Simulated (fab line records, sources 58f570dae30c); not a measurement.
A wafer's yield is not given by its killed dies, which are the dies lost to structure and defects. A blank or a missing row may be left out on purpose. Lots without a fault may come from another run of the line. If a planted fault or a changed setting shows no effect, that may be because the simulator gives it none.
A lot that was struck, set against a sound lot + flow berkeley cmos170 + 22 out of 331 route steps
Sound: wafers L762.1, L762.2, L762.4. Wafers struck: L772.1, L772.2, L772.6. The cause is named last.
At each step with rows: each side's tool, then ch and its chambers, then its first start. Under that, the readings that differ: sound wafers + struck wafers + difference of the means + sigmas: that difference in standard deviations of wafers without a fault.
alike: words and numbers the same on both sides, and readings whose means are apart by under 2 such deviations; not compared: readings that were withheld, readings missing a value for some wafer, numbers with overlapping values and no deviation given by the record, and bounds like >300 which may hide the same value.
Wherever a step has rows on one side only, a row that says differs or no value, or a row with sigmas, the two part there. Non-overlapping numbers with no deviation appear without sigmas and do not part them. A reading that every wafer of one side lacks parts them only if that side has two wafers or more.

first, 6 steps without rows for these wafers: UCB170_ZERO_HMDS_00 (prime time 60 s); UCB170_ZERO_COAT_01 (resist thk 900 nm); UCB170_ZERO_SOFTBAKE_02 (time 60 s); UCB170_ZERO_EXPOSE_03 (exposes mask PM MARKS, target cd 4000 nm); UCB170_ZERO_PEB_04; UCB170_ZERO_DEVELOP_05 (develop time 45 s).
UCB170_ZERO_ETCH_06: etches SiO2 in CHF3/CF4/Ar, time 12 s.
  sound on rie diel-03 ch 0,1,3, day 1 18:21; struck on rie diel-03 ch 1,2, day 3 20:35
  alike: drypump motor current A, oes product au, rf fwd power W, throttle valve pct
  not compared: rf hours counter h
UCB170_ZERO_STRIP_07: strips in O2.
  sound on plasma asher-01 ch 0,1, day 1 18:23; struck on plasma asher-03 ch 0,1, day 3 20:36
| reading                      | sound             | struck            | difference | sigmas |
|------------------------------|-------------------|-------------------|------------|--------|
| strip time to endpoint s (s) | 21.33 21.32 21.28 | 21.52 21.53 21.56 | +0.23      | +3     |
  alike: drypump motor current A, o2 flow sccm, oes product au
  not compared: rf hours counter h
then, 2 steps without rows for these wafers: UCB170_NWELL_WET_ETCH_00 (etches SiO2 in dHF, time 200 s); UCB170_NWELL_OXIDATION_01 (target thk 26.4 nm, ox time 1260 s).
UCB170_NWELL_THK_MEAS_02:
  sound: film metro-01 at day 1 23:04; struck: film metro-02 at day 4 01:20
  alike: NWELL_OXIDE_THK
then, 1 step without rows for these wafers: UCB170_NWELL_ANNEAL_03 (time 900 s).
UCB170_NWELL_CVD_04: deposits Si3N4 from SiH2Cl2/NH3, target thk 224 nm, time 3360 s.
  sound on lpcvd-01 ch 0, day 2 01:43; struck on lpcvd-01 ch 0, day 4 07:44
| reading                                 | sound             | struck            | difference | sigmas |
|-----------------------------------------|-------------------|-------------------|------------|--------|
| nh3 flow sccm (sccm)                    | 75.09 74.85 75.31 | 90.33 89.97 89.91 | +14.99     | +65    |
| model.Si3N4_of_NWELL_CVD_04.thk nm (nm) | 227.3 226 227     | 257.2 260.7 260.2 | +32.6      |        |
  alike: pressure mtorr, spike tc load C
UCB170_NWELL_THK_MEAS_05:
  sound: film metro-02 at day 2 03:39; struck: film metro-02 at day 4 09:54
| reading                | sound             | struck            | difference | sigmas |
|------------------------|-------------------|-------------------|------------|--------|
| NWELL_NITRIDE_THK (nm) | 227.5 225.8 227.0 | 256.9 260.5 260.4 | +32.5      | +17    |
  not compared: hold
then, 5 steps without rows for these wafers: UCB170_NWELL_COAT_07 (resist thk 900 nm); UCB170_NWELL_SOFTBAKE_08 (time 60 s); UCB170_NWELL_EXPOSE_09 (exposes mask NWELL, target cd 3000 nm); UCB170_NWELL_PEB_10; UCB170_NWELL_DEVELOP_11 (develop time 45 s).
UCB170_NWELL_OVL_MEAS_12:
  sound: overlay-02 at day 2 06:28; struck: overlay-01 at day 4 19:28
  alike: NWELL_OVL
UCB170_NWELL_ETCH_13: etches Si3N4 in CH3F/Ar/O2, stops on SiO2, target depth 246.4 nm, time 154 s.
  sound on rie diel-04 ch 1,2,3, day 2 06:29; struck on rie diel-04 ch 0,1, day 4 19:29
| reading                  | sound             | struck            | difference | sigmas |
|--------------------------|-------------------|-------------------|------------|--------|
| oes product au (a.u.)    | 0.953 0.934 0.963 | 0.986 0.984 0.988 | +0.036     | +3     |
| model.etch.depth nm (nm) | 227.3 226 227     | 242.9 237.5 242.3 | +14.1      |        |
  alike: drypump motor current A, rf fwd power W, throttle valve pct
  not compared: rf hours counter h
following that, these wafers have no rows for 1 step: UCB170_NWELL_IMPLANT_14.

WHERE THEY PART
First at UCB170_ZERO_STRIP_07; last, within this record, at UCB170_NWELL_ETCH_13.

WHY: whatever the simulator had introduced
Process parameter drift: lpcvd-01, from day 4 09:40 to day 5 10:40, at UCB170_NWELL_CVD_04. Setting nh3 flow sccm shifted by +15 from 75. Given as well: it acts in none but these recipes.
